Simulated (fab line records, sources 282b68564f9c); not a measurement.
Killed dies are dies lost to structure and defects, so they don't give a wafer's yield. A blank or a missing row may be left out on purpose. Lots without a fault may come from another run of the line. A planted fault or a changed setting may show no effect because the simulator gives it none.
Split-lot experiment | flow rit_cmos | 5 lots, 23 wafers read, on a route of 202 steps

THE SPLIT
At RIT_FOX1_OXIDATION_00 (target thk 350.7 nm, ox time 1130 s), the setting ox_time_s was moved away from the recipe's 1130 s on 20 of the 23 wafers read, by -4.1% to +7.5%. The other wafers ran this setting at the recipe's value.

The file shows no step between the split and the reading.

THE READING
FOX1_OXIDE_THK, in nm, at RIT_FOX1_THK_MEAS_01. Fault-free wafers of this fab line usually give 354 nm, standard deviation 6.3 nm.

wafer  | tool, chamber at the split | ox_time_s as run, s | against the recipe | FOX1_OXIDE_THK, nm | against lot-mates on the recipe
L074.1 | -, -                       | 1084                | -4.1%              | 345                | no lot-mate on the recipe
L074.3 | -, -                       | 1084                | -4.1%              | 337                | no lot-mate on the recipe
L074.4 | -, -                       | 1084                | -4.1%              | 342                | no lot-mate on the recipe
L074.5 | -, -                       | 1084                | -4.1%              | 340                | no lot-mate on the recipe
L074.6 | -, -                       | 1084                | -4.1%              | 335                | no lot-mate on the recipe
L076.1 | -, -                       | 1215                | +7.5%              | 370                | no lot-mate on the recipe
L076.2 | -, -                       | 1215                | +7.5%              | 378                | no lot-mate on the recipe
L076.4 | -, -                       | 1215                | +7.5%              | 370                | no lot-mate on the recipe
L076.5 | -, -                       | 1215                | +7.5%              | 373                | no lot-mate on the recipe
L076.6 | -, -                       | 1215                | +7.5%              | 374                | no lot-mate on the recipe
L077.1 | -, -                       | 1202                | +6.4%              | 376                | no lot-mate on the recipe
L077.3 | -, -                       | 1202                | +6.4%              | 374                | no lot-mate on the recipe
L077.4 | -, -                       | 1202                | +6.4%              | 373                | no lot-mate on the recipe
L077.5 | -, -                       | 1202                | +6.4%              | 372                | no lot-mate on the recipe
L077.6 | -, -                       | 1202                | +6.4%              | 379                | no lot-mate on the recipe
L078.1 | furnace-03, 0              | 1130                | recipe             | 358                | -
L078.3 | furnace-03, 0              | 1130                | recipe             | 356                | -
L078.6 | furnace-03, 0              | 1130                | recipe             | 361                | -
L079.1 | -, -                       | 1196                | +5.8%              | 370                | no lot-mate on the recipe
L079.2 | -, -                       | 1196                | +5.8%              | 364                | no lot-mate on the recipe
L079.3 | -, -                       | 1196                | +5.8%              | 368                | no lot-mate on the recipe
L079.4 | -, -                       | 1196                | +5.8%              | 366                | no lot-mate on the recipe
L079.5 | -, -                       | 1196                | +5.8%              | 373                | no lot-mate on the recipe

THE FIT
A straight line over all 23 wafers: FOX1_OXIDE_THK changes by +2.88 nm for each +1% of ox_time_s; r = +0.95; the points scatter about the line by 4.2 nm.
Too few moved wafers have a lot-mate on the recipe to fit a line with each lot's own level taken away.

THE WHOLE CHAIN: every reading that the file lists as answering this split, in the file's order
step                  | what it does                        | reading                                                                           | change (the file's fit)             | r (the file's)
RIT_FOX1_OXIDATION_00 | target thk 350.7 nm, ox time 1130 s | SiO2_of_FOX1_OXIDATION_00.thk_nm (the simulator's own value, which no gauge read) | +2.9 nm for each +1% of the setting | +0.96
RIT_FOX1_THK_MEAS_01  |                                     | FOX1_OXIDE_THK                                                                    | +2.88 for each +1% of the setting   | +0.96

THE FILE'S OWN FIT
FOX1_OXIDE_THK changes by +2.88 nm for each +1% of ox_time_s, r = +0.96.
